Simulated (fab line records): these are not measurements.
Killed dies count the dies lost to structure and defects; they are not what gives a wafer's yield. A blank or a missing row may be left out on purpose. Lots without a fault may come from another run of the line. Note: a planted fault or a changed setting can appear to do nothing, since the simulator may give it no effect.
A lot that was struck, set against a sound lot ; flow berkeley_cmos170 ; 13 out of 331 route steps
Sound: wafers L621.2, L621.4, L621.5. Wafers L629.1, L629.2, L629.3 were the ones struck. At the end, the cause is stated.
Order at every step that has rows: each side's tool, ch and its chambers, its first start. Under that, the readings that differ: sound wafers ; struck wafers ; difference of the means ; sigmas: that difference in standard deviations of wafers without a fault.
alike: same words and numbers on both sides, and readings whose means sit less than 2 such deviations apart. not compared: any withheld reading, any reading some wafer has no value for, any bound like >300 that may hide the same value, and any number with overlapping values for which the record gives no deviation.
The two part at a step that has a row with sigmas, a row that says differs or no value, or rows on one side only. Non-overlapping numbers with no deviation appear without sigmas and do not part them. Lack of a reading on every wafer of one side parts them only where that side has two or more wafers.

first, 3 steps without rows for these wafers: UCB170_PWELL_EXPOSE_10 (exposes mask PWELL, target cd 3000 nm); UCB170_PWELL_PEB_11; UCB170_PWELL_DEVELOP_12 (develop time 45 s).
UCB170_PWELL_OVL_MEAS_13:
  sound: overlay-02 at day 4 03:31; struck: overlay-02 at day 5 16:59
  alike: PWELL_OVL
UCB170_PWELL_ETCH_14: etches Si3N4 in CH3F/Ar/O2, stops on SiO2, target depth 242 nm, time 151 s.
  sound on rie_diel-01 ch 0,1,2, day 4 03:33; struck on rie_diel-01 ch 0,1,2, day 5 17:01
  alike: chamber_pressure_mTorr, drypump_motor_current_A, oes_product_au, throttle_valve_pct
  not compared: rf_hours_counter_h
then, 1 step without rows for these wafers: UCB170_PWELL_IMPLANT_15.
UCB170_PWELL_STRIP_16: strips in O2.
  sound on plasma_asher-02 ch 0,1, day 4 03:48; struck on plasma_asher-03 ch 0,1, day 5 17:16
  alike: chamber_pressure_mTorr, drypump_motor_current_A, oes_product_au, strip_time_to_endpoint_s
  not compared: rf_hours_counter_h
UCB170_PWELL_TW_MEAS_17:
  sound: film_metro-02 at day 4 03:55; struck: film_metro-04 at day 5 17:22
  alike: PWELL_TW
then, 4 steps without rows for these wafers: UCB170_PWELL_CLEAN_18 (cleans in SPM, time 600 s); UCB170_PWELL_WET_ETCH_19 (etches Si3N4 in H3PO4, time 14400 s); UCB170_PWELL_WET_ETCH_20 (etches SiO2 in BOE, time 22 s); UCB170_WELLDRIVE_CLEAN_00 (cleans in SPM, time 600 s).
UCB170_WELLDRIVE_OXIDATION_01: target thk 199 nm, ox time 9247 s.
  struck on furnace-03, day 6 02:58; sound on furnace-01 ch 0, day 4 11:23
  no value came back on the struck wafers for any of 5 readings (ox_temp_c (C), ox_temp_c_max and others); on the sound wafers ox_temp_c (C) reads 1099.8 1099.2 1099.9

## WHERE THEY PART
Within this record, at UCB170_WELLDRIVE_OXIDATION_01 only.

WHY: what had been put in by the simulator
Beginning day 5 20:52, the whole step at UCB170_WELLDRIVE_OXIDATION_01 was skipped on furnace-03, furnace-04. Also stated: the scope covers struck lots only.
